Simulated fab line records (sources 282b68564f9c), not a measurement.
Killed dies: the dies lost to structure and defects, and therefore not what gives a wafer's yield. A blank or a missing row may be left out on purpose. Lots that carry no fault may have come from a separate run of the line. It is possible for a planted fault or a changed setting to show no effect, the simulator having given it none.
8D (eight disciplines) problem report, filled in by code || flow rit_cmos || the parts of the form that need people (team, actions taken, sign-off) are left out

== 1. THE PROBLEM ==
Mean GATE_OXIDE_THK at RIT_GATE_THK_MEAS_07: 3.62 nm over 6 wafers in 2 lots; fault-free wafers: 3.04 nm, standard deviation 0.063. Measured from the usual mean, that is +9.2 standard deviations.
The first sign was on wafer L596.2 at day 4 08:57, on film_metro-03. The record has a number at this step for 42 wafers belonging to 14 lots. The rule behind "out" and "out of limits": a value lying over 4 standard deviations away from the usual mean. All remaining wafers that have a number are taken as sound.

== 2. WHAT IT IS, AND WHAT IT ISN'T ==
{"question": "which readings at this step", "is": "GATE_OXIDE_THK", "is not": "-"}
{"question": "which lots", "is": "L596, L597", "is not": "L588, L590, L591, L592, L595, L602, L604, L605, L606, L607, L609, L610"}
{"question": "which wafers of those lots", "is": "all that have a number", "is not": "-"}
{"question": "read on which gauges", "is": "film_metro-03", "is not": "film_metro-02, film_metro-04"}
{"question": "when", "is": "from day 4 08:57", "is not": "up to then (15 sound wafers); but 21 sound wafers of L602, L604, L605, L606, L607, L609, L610 came after"}

== 3. THE SUSPECTS, EACH WITH WHAT RULES IT OUT ==
Counting: a tool at any process step up to the reading remains a suspect when it ran all the lots that are out and ran no sound lot after the first of those.
- the gauge at RIT_GATE_THK_MEAS_07: ruled out. All the wafers that are out were read on film_metro-03, but those of them that RIT_GATE_OXIDATION_05 has rows for are out there too, on other tools.
- furnace-01 at RIT_GATE_OXIDATION_05 (target thk 3 nm, ox time 270 s): kept. Every lot that is out went through it, starting with L596 (day 4 06:19), and after that it ran no sound lot; the last sound lot it ran before then is L595 (day 4 03:03). Its own spike_tc_centre_C, spike_tc_load_C, spike_tc_source_C, tube_center_temp_C, tube_center_temp_C_max readings are out on those wafers.
After counting, what remains is furnace-01 at RIT_GATE_OXIDATION_05.

== 4. THE CAUSE (what the simulator had put in) ==
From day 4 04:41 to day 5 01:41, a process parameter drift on furnace-01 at RIT_GATE_OXIDATION_05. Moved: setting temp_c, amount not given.
The count eliminated every tool but this one.

== 5. SEQUENCE OF EFFECTS, ordered by route ==
Each row: a reading whose mean over the struck wafers that have a number lies more than 3 standard deviations from the usual. Scope: only readings with a usual standard deviation given in the record; hours: median across lots of the time from each lot's start at the first step in this table that gives one to its start at this step; sigmas: change in usual standard deviations.
{"hours": 0, "step": "RIT_GATE_OXIDATION_05", "reading": "spike_tc_centre_C", "usual": "902.5 C", "on struck wafers": 916.0, "change": "+13.5", "sigmas": "+10"}
{"hours": 0, "step": "RIT_GATE_OXIDATION_05", "reading": "spike_tc_load_C", "usual": "924.8 C", "on struck wafers": 939.2, "change": "+14.4", "sigmas": "+9.0"}
{"hours": 0, "step": "RIT_GATE_OXIDATION_05", "reading": "spike_tc_source_C", "usual": "925.0 C", "on struck wafers": 941.7, "change": "+16.7", "sigmas": "+6.2"}
{"hours": 0, "step": "RIT_GATE_OXIDATION_05", "reading": "tube_center_temp_C", "usual": "900.01 C", "on struck wafers": 915.01, "change": "+15.00", "sigmas": "+99 or more"}
{"hours": 0, "step": "RIT_GATE_OXIDATION_05", "reading": "tube_center_temp_C_max", "usual": 902.3, "on struck wafers": 917.3, "change": "+15.0", "sigmas": "+43"}
{"hours": 3, "step": "RIT_GATE_THK_MEAS_07", "reading": "GATE_OXIDE_THK", "usual": "3.04 nm", "on struck wafers": 3.62, "change": "+0.58", "sigmas": "+9.2"}
Its process steps:
- RIT_GATE_OXIDATION_05: target thk 3 nm, ox time 270 s.

== 6. HOW IT WOULD HAVE BEEN CAUGHT EARLIER ==
4 hours passed between the start of the fault at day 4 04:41 and the first reading out of limits at a measuring or inspecting step in this record, taken at day 4 08:57.
Tool's own readings at RIT_GATE_OXIDATION_05, spike_tc_centre_C, spike_tc_load_C, spike_tc_source_C, tube_center_temp_C, tube_center_temp_C_max: out on all struck wafers the step has rows for; an alarm limit on them would have tripped on the first.
L597, from the lots that are out (2), started RIT_GATE_OXIDATION_05 on furnace-01 later than day 4 08:57. A tool hold placed at that time would have kept it from harm.
